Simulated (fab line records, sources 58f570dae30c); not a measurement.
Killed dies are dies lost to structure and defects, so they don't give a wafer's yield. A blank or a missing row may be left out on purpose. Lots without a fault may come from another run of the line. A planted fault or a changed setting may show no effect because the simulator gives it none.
Split-lot experiment | flow berkeley_cmos170 | 5 lots, 23 wafers read, on a route of 331 steps

THE SPLIT
At UCB170_PWELL_PEB_11, the setting peb_temp_c was moved away from the recipe's 130 C on 4 of the 23 wafers read, by +1.2% to +2.0%. The other wafers ran this setting at the recipe's value.

FROM THE SPLIT TO THE READING: what the file shows between them, 1 step
- UCB170_PWELL_DEVELOP_12: develop time 45 s

THE READING
PWELL.cd_nm (the simulator's own value, which no gauge read), in nm, at UCB170_PWELL_ETCH_14 (etches Si3N4 in CH3F/Ar/O2, stops on SiO2, target depth 242 nm, time 151 s). The file gives no usual value for it. The 19 wafers here that ran the recipe average 3001 nm, standard deviation 0.87 nm.

wafer  | tool, chamber at the split | peb_temp_c as run, C | against the recipe | PWELL.cd_nm, nm | against lot-mates on the recipe
L074.1 | litho_track-04, 0          | 130                  | recipe             | 3001            | -
L074.5 | litho_track-04, 0          | 130                  | recipe             | 3001            | -
L074.2 | litho_track-04, 0          | 130                  | recipe             | 3000            | -
L074.4 | litho_track-04, 0          | 130                  | recipe             | 3000            | -
L074.6 | litho_track-04, 0          | 130                  | recipe             | 3000            | -
L075.1 | litho_track-01, 0          | 130                  | recipe             | 2999            | -
L075.2 | litho_track-01, 0          | 132.6                | +2.0%              | 3015            | +15
L075.4 | litho_track-01, 0          | 130                  | recipe             | 3000            | -
L075.5 | litho_track-01, 0          | 132.6                | +2.0%              | 3016            | +16
L075.6 | litho_track-01, 0          | 130                  | recipe             | 3001            | -
L079.2 | litho_track-02, 0          | 130                  | recipe             | 3000            | -
L079.5 | litho_track-02, 0          | 130                  | recipe             | 3000            | -
L079.4 | litho_track-02, 0          | 130                  | recipe             | 2999            | -
L078.1 | litho_track-02, 0          | 130                  | recipe             | 3001            | -
L078.3 | litho_track-02, 0          | 130                  | recipe             | 3001            | -
L078.4 | litho_track-02, 0          | 130                  | recipe             | 3001            | -
L078.5 | litho_track-02, 0          | 130                  | recipe             | 3002            | -
L078.6 | litho_track-02, 0          | 130                  | recipe             | 3002            | -
L083.2 | litho_track-04, 0          | 131.5                | +1.2%              | 3011            | +10
L083.3 | litho_track-04, 0          | 131.5                | +1.2%              | 3012            | +11
L083.4 | litho_track-04, 0          | 130                  | recipe             | 3001            | -
L083.6 | litho_track-04, 0          | 130                  | recipe             | 3001            | -
L083.5 | litho_track-04, 0          | 130                  | recipe             | 3002            | -

THE FIT
A straight line over all 23 wafers: PWELL.cd_nm changes by +7.89 nm for each +1% of peb_temp_c; r = +0.98; the points scatter about the line by 1.1 nm.
The same after taking each lot's own level away (the mean of its wafers on the recipe; 23 wafers): +7.99 nm for each +1%; r = +0.99; scatter 0.65 nm.
On that fit, the largest move of peb_temp_c shifts the reading by 16 nm.
The lots' own levels span 2999.7 to 3001.4 nm, that is 2.0 times the standard deviation above.
So the lot-to-lot level changes the slope little: the two slopes agree.
Check: with one of the wafers moved furthest among these (+2.0%) left out of the fit, the line predicts +16.6 nm for it against its lot-mates. It came out at +15 nm against them.

OTHER SPLITS ON THESE WAFERS
These wafers also went through other splits before the reading. Each is held against what the fit with the lots' levels taken away leaves over:
other split on the same wafers        | wafers away from the commonest value | r with PWELL.cd_nm (lot level and that fit taken away)
UCB170_ZERO_COAT_01 spin_rpm          | 10                                   | -0.13
UCB170_ZERO_DEVELOP_05 develop_time_s | 11                                   | -0.32
UCB170_NWELL_CVD_04 sih2cl2_flow_sccm | 18                                   | -0.13
UCB170_PWELL_OXIDATION_02 ox_time_s   | 15                                   | +0.21

THE FILE'S OWN FIT
PWELL.cd_nm changes by +7.96 nm for each +1% of peb_temp_c, r = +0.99.
